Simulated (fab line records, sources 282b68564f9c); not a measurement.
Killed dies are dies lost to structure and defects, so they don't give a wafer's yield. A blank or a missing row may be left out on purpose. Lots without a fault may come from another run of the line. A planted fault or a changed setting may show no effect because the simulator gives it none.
One fault seen from 2 desks | flow rit_cmos | each desk has only its own numbers; what lay behind them comes last

THE TOOL OWNER'S DESK: iline_stepper-01
The tool's own readings at RIT_CONTACT_EXPOSE_05 (exposes mask M11, target cd 1000 nm): means of the sampled wafers that have a number, for each lot that ran on this tool. A lot is out of limits, marked OUT, if its mean lies more than 4 standard deviations from the usual mean; the brackets give that distance.
Columns: A = exposure_dose_mJ_cm2 at RIT_CONTACT_EXPOSE_05, usual 249.96; B = stage_vel_mm_s at RIT_CONTACT_EXPOSE_05, usual 500.01 mm/s
lot  | first seen here | A                | B
L705 | day 3 03:56     | 250.04           | 500.09
L707 | day 3 15:26     | 249.88           | 500.20
L710 | day 4 05:24     | 249.97           | 500.18
L719 | day 6 03:47     | 247.41 (-11) OUT | 500.24
This desk's finding: out of limits on L719; first on L719, day 6 03:47 (exposure_dose_mJ_cm2 at RIT_CONTACT_EXPOSE_05). In limits: L705, L707, L710.

THE METROLOGY DESK
What the gauges read, lot by lot, whatever tool the lot ran on: means of the sampled wafers that have a number. A lot is out of limits, marked OUT, if its mean lies more than 4 standard deviations from the usual mean; the brackets give that distance.
Columns: A = cd_nm at RIT_CONTACT_CD_MEAS_08, usual 999.7 nm
lot  | first seen here | A
L705 | day 3 04:31     | 1000.5
L706 | day 3 11:06     | 1001.7
L707 | day 3 15:56     | 995.8
L708 | day 3 20:46     | 1000.6
L709 | day 4 00:49     | 994.2
L710 | day 4 05:55     | 1002.6
L711 | day 4 09:25     | 998.4
L719 | day 6 04:17     | 1020.0 (+8.8) OUT
L722 | day 6 17:42     | 997.8
L724 | day 7 07:25     | 1001.7
L726 | day 7 15:40     | 998.2
This desk's finding: out of limits on L719; first on L719, day 6 04:17 (cd_nm at RIT_CONTACT_CD_MEAS_08). In limits: L705, L706, L707, L708, L709, L710, L711, L722, L724, L726.

PUT TOGETHER
The tool owner's desk could have raised an alarm at day 6 03:47, on L719.
The metrology desk could have raised an alarm at day 6 04:17, on L719.
Of the lots named, all ran RIT_CONTACT_EXPOSE_05 on iline_stepper-01.

WHAT THE SIMULATOR HAD PUT IN
Process parameter drift: iline_stepper-01, from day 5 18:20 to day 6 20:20, at RIT_CONTACT_EXPOSE_05. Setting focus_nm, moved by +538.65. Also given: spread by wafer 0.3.
Lots struck among those shown: L719.
Hours from the fault's start to each desk's first reading out of limits: the tool owner's desk, 9; the metrology desk, 10.
